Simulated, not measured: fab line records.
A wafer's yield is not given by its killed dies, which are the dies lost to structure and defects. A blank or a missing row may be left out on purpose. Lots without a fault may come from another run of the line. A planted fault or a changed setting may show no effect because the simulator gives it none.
Which tool did it?	flow berkeley cmos170	14 lots, 42 wafers sampled, at 3 steps of a route of 331

== WHAT EACH GAUGE READ, for each wafer ==
UCB170_V1_THK_MEAS_01.
lot	measured	on	V1_TEOS_THK (nm)
L975	day 8 16:19	film metro-01	2038 1978 2008
L976	day 8 16:19	film metro-03	2005 1999 2031
L978	day 8 16:28	film metro-04	1987 2001 2035
L982	day 9 20:03	film metro-01	1937 1984 2011
L983	day 10 10:49	film metro-01	1968 2026 2035
L985	day 10 12:09	film metro-01	2008 2028 2047
L989	day 10 20:25	film metro-01	1978 1936 1983
L986	day 10 21:45	film metro-01	2003 1977 2052
L991	day 11 22:48	film metro-01	2004 1979 2032
L992	day 12 00:07	film metro-04	2029 2015 2092
L995	day 12 17:55	film metro-04	1971 1972 1994
L998	day 13 04:28	film metro-01	2020 1969 1972
L997	day 13 05:47	film metro-04	1987 2008 2048
L996	day 13 10:41	film metro-04	1957 1938 2013

UCB170_M2_OVL_MEAS_16.
lot	measured	on	M2_OVL (nm)
L975	day 9 00:17	overlay-01	-5 -1 -1
L976	day 9 00:11	overlay-02	-3 -8 -6
L978	day 9 00:54	overlay-02	4 -5 -3
L982	day 10 02:13	overlay-02	-5 -10 -11
L983	day 10 15:11	overlay-01	-3 -4 -5
L985	day 10 18:16	overlay-01	-2 -3 -1
L989	day 11 02:21	overlay-02	-3 -10 -8
L986	day 11 02:35	overlay-01	-5 0 -3
L991	day 12 03:16	overlay-02	-3 -11 -2
L992	day 12 04:22	overlay-01	0 4 1
L995	day 13 02:55	overlay-02	-6 4 -6
L998	day 13 09:32	overlay-01	0 -8 1
L997	day 13 10:53	overlay-02	-8 -6 -7
L996	day 13 15:53	overlay-01	-3 3 0

== WHICH TOOL RAN EACH LOT (tool, then ch and the chambers of the sampled wafers, then the start) ==
lot	UCB170_V1_ETCH_14
L975	rie diel-02 ch 0,1, day 8 21:28
L976	rie diel-01 ch 1,2, day 8 21:24
L978	rie diel-04 ch 0,2,3, day 8 21:41
L982	rie diel-04 ch 0,3, day 9 22:52
L983	rie diel-04 ch 0,2,3, day 10 12:39
L985	rie diel-01 ch 2,3, day 10 14:30
L989	rie diel-01 ch 1,2,3, day 10 23:56
L986	rie diel-04 ch 0,1,3, day 10 23:59
L991	rie diel-02 ch 0,2,3, day 12 00:43
L992	rie diel-01 ch 0,1,2, day 12 01:49
L995	rie diel-01 ch 0,1,3, day 12 20:28
L998	rie diel-02 ch 0,1,3, day 13 06:30
L997	rie diel-01 ch 0,1,3, day 13 08:12
L996	rie diel-01 ch 1,2,3, day 13 12:34
- UCB170_V1_ETCH_14: etches SiO2 in CHF3/CF4/Ar, stops on Al, target depth 1250 nm, time 291 s.

== AS READ BY THE TOOLS THEMSELVES (means over the sampled wafers that have a number; for cases with no such wafer, the mark the record gives instead) ==
UCB170_V1_ETCH_14.
lot	tool	drypump motor current A (A)	oes product au (a.u.)	rf fwd power W (W)	throttle valve pct (%)
L975	rie diel-02	5.86	0.870	698.7	7.10
L976	rie diel-01	6.02	0.865	695.9	6.83
L978	rie diel-04	5.66	0.887	697.2	6.90
L982	rie diel-04	5.56	0.881	696.7	6.88
L983	rie diel-04	5.67	0.888	696.2	6.88
L985	rie diel-01	5.72	0.859	700.2	6.98
L989	rie diel-01	5.86	0.862	699.1	6.90
L986	rie diel-04	5.61	0.885	696.7	6.95
L991	rie diel-02	5.80	0.866	699.2	6.99
L992	rie diel-01	5.80	0.867	698.4	6.84
L995	rie diel-01	5.63	0.873	698.7	6.89
L998	rie diel-02	5.86	0.865	699.7	7.00
L997	rie diel-01	5.64	0.865	697.8	6.88
L996	rie diel-01	5.86	0.872	698.0	6.90

== THE ANSWER, worked out from the rows above alone ==
Rule: what is usual is taken from the lots themselves. The widest of any qualifying gaps counts: lots, ordered by their means at a reading, are off when they make up no more than a third of the lots, leave a main group of 4 or more, and stand apart from it by 3 or more times the standard deviation of that group's means. Not used: any main group whose means are identical at the precision the tables above print for the reading. A lot without any number at a reading at which 4 lots or more have one is off too. Any other lot the step has rows for is counted as sound. After the gauges, taken in route order, come the tools' own readings; for these a lot's mean is taken, as printed above. The first step at which some lot is off is used, and at that step the reading that is off furthest; a lot without a number counts as furthest.
Across all readings shown, no lot is off: no conclusion can be drawn from this.

== WHAT THE SIMULATOR PUT IN ==
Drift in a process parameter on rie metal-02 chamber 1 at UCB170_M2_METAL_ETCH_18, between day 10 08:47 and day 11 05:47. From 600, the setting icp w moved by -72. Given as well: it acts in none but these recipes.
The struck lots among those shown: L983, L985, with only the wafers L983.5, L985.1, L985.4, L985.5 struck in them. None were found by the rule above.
